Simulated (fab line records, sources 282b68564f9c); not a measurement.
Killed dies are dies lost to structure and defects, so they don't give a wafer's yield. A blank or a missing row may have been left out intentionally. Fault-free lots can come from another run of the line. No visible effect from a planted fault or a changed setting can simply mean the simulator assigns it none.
Which tool is to blame?	flow ritCmos	14 lots, 42 wafers sampled, at 2 steps of a route of 202

WHAT THE GAUGES READ, wafer by wafer
RIT_GATE_THK_MEAS_07. Usual: GATE_OXIDE_THK 3.01 nm, standard deviation 0.067.
lot	measured	on	GATE_OXIDE_THK (nm)	flag
L505	day 2 20:31	filmMetro-03	3.04 3.04 3.02	
L506	day 3 00:13	filmMetro-01	2.94 2.96 2.88	
L507	day 3 03:01	filmMetro-04	3.09 3.02 3.03	
L509	day 3 11:53	filmMetro-01	2.99 2.96 2.90	
L510	day 3 17:02	filmMetro-04	2.93 3.01 2.97	
L511	day 3 20:39	filmMetro-04	3.02 3.05 3.03	
L513	day 4 06:23	filmMetro-01	2.94 2.93 3.00	
L516	day 4 22:01	filmMetro-04	3.02 3.09 3.06	
L521	day 5 22:24	filmMetro-03	4.87 4.83 4.91	OFF
L522	day 6 03:20	filmMetro-03	4.81 4.86 4.96	OFF
L523	day 6 08:24	filmMetro-04	3.01 3.10 3.02	
L524	day 6 13:35	filmMetro-03	3.05 3.01 3.02	
L526	day 6 23:38	filmMetro-03	3.02 2.94 2.97	
L527	day 7 04:47	filmMetro-04	3.19 3.20 3.16	

WHAT TOOL EACH LOT RAN ON (gives the tool, then ch and the chambers of the sampled wafers, and finally the start)
lot	RIT_GATE_OXIDATION_05
L505	furnace-01 ch 0, day 2 19:12
L506	furnace-02 ch 0, day 2 22:53
L507	furnace-01 ch 0, day 3 01:22
L509	furnace-02 ch 0, day 3 10:31
L510	furnace-02 ch 0, day 3 15:42
L511	furnace-04 ch 0, day 3 19:19
L513	furnace-02 ch 0, day 4 05:03
L516	furnace-01 ch 0, day 4 20:41
L521	furnace-01 ch 0, day 5 21:03
L522	furnace-01 ch 0, day 6 02:01
L523	furnace-04 ch 0, day 6 07:04
L524	furnace-04 ch 0, day 6 12:03
L526	furnace-04 ch 0, day 6 22:19
L527	furnace-04 ch 0, day 7 03:28
- RIT_GATE_OXIDATION_05: target thk 3 nm, ox time 270 s.

WHAT THE TOOLS THEMSELVES READ (means of the sampled wafers that have a number; where no wafer has one, the mark that the record gives instead)
RIT_GATE_OXIDATION_05. Usual: zonePowerSourcePct reads 26.7 % (standard deviation 2.5).
lot	tool	zonePowerSourcePct (%)	flag
L505	furnace-01	28.8	
L506	furnace-02	28.2	
L507	furnace-01	28.6	
L509	furnace-02	27.9	
L510	furnace-02	28.2	
L511	furnace-04	23.1	
L513	furnace-02	28.0	
L516	furnace-01	28.5	
L521	furnace-01	28.6	
L522	furnace-01	28.6	
L523	furnace-04	22.9	
L524	furnace-04	22.7	
L526	furnace-04	23.0	
L527	furnace-04	22.9	

THE ANSWER, worked out from the rows above alone
Rule: a lot is off if the mean of its wafers that have a number lies more than 3 standard deviations from the usual mean. A lot without any number at a reading at which 4 lots or more have one is off too. All remaining lots with rows at the step are treated as sound. Order of review: gauges by route order, followed by the tools' own readings, for which a lot's mean as printed above is used. At the first step where some lot is off, the reading lying furthest off is the one used; lots without a number count as furthest.
Off: at RIT_GATE_THK_MEAS_07 (GATE_OXIDE_THK), L521, L522.
A tool fits if, at a process step before that reading, it ran every lot that is off, and no sound lot after the first of them. Gauges at RIT_GATE_THK_MEAS_07: tried the same way as those tools. One fits: RIT_GATE_OXIDATION_05 on furnace-01. Its last sound lot is L516 (day 4 20:41), its first lot that is off L521 (day 5 21:03): a fault that began between those two fits.

WHAT THE SIMULATOR HAD PUT IN
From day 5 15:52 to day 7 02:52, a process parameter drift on furnace-01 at RIT_GATE_OXIDATION_05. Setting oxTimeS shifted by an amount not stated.
Shown lots that were struck: L521, L522. The rule above found the same.
